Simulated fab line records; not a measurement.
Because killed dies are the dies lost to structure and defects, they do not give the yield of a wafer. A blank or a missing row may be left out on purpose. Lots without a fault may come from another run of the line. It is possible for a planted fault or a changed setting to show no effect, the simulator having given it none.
What tool caused it?	flow ritCmos	Sampling: 9 lots, 27 wafers, 2 of 202 route steps

WHAT THE GAUGES READ, wafer by wafer
RIT_SPACER_THK_MEAS_04.
lot	measured	on	SPACER_NITRIDE_THK (nm)
L776	day 2 21:59	filmMetro-01	250.2 251.9 250.5
L777	day 3 03:28	filmMetro-04	249.8 248.9 249.0
L779	day 3 13:23	filmMetro-02	249.6 250.3 251.7
L784	day 4 14:26	filmMetro-02	216.6 217.9 218.6 216.8 217.8 218.5
L787	day 5 04:11	filmMetro-04	217.8 216.3 219.5 217.9 216.6 219.4
L789	day 5 14:29	filmMetro-02	251.2 250.9 251.6
L792	day 6 05:24	filmMetro-02	247.7 246.2 251.2
L793	day 6 11:53	filmMetro-02	253.9 254.3 254.1
L799	day 7 18:00	filmMetro-04	248.9 248.5 248.0

WHICH TOOL RAN EACH LOT (tool, then ch and the chambers of the sampled wafers, then the start)
lot	RIT_SPACER_CVD_03
L776	lpcvd-02 ch 0, day 2 20:04
L777	lpcvd-01 ch 1, day 3 01:33
L779	lpcvd-02 ch 0, day 3 11:28
L784	lpcvd-01 ch 1, day 4 12:31
L787	lpcvd-01 ch 1, day 5 02:16
L789	lpcvd-02 ch 0, day 5 12:32
L792	lpcvd-02 ch 1, day 6 03:28
L793	lpcvd-02 ch 0, day 6 09:58
L799	lpcvd-02 ch 0, day 7 16:04
- RIT_SPACER_CVD_03: deposits Si3N4 from SiH2Cl2/NH3, target thk 250 nm, time 3300 s.

THE ANSWER, worked out from the rows above alone
Rule: the usual values come from the lots themselves. Put in order of their means at a reading, lots are off if they are a third of the lots or fewer, leave a main group of 4 or more, and stand apart from it by a gap of 3 or more times the standard deviation of the main group's means; of several such gaps the widest counts. A main group whose means are all the same, to the digits that the tables above print for the reading, isn't used. A lot without any number at a reading at which 4 lots or more have one is off too. All remaining lots with rows at the step are treated as sound.
Off: L784, L787, seen at RIT_SPACER_THK_MEAS_04 (SPACER_NITRIDE_THK). Mean 250.4 nm and standard deviation 1.8 in the main group.
If a tool, at a process step before that reading, ran all the lots that are off and no sound lot after the first of them, it fits. The gauges at RIT_SPACER_THK_MEAS_04 are tried like those tools. One candidate fits, namely lpcvd-01 at RIT_SPACER_CVD_03. Its last sound lot is L777 (day 3 01:33), its first lot that is off L784 (day 4 12:31): a fault that began between those two fits.

WHAT WAS PUT IN BY THE SIMULATOR
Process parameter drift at RIT_SPACER_CVD_03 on lpcvd-01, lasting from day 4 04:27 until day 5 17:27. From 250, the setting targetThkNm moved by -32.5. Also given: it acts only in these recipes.
Lots struck among those shown: L784, L787. The rule given above showed the same thing.
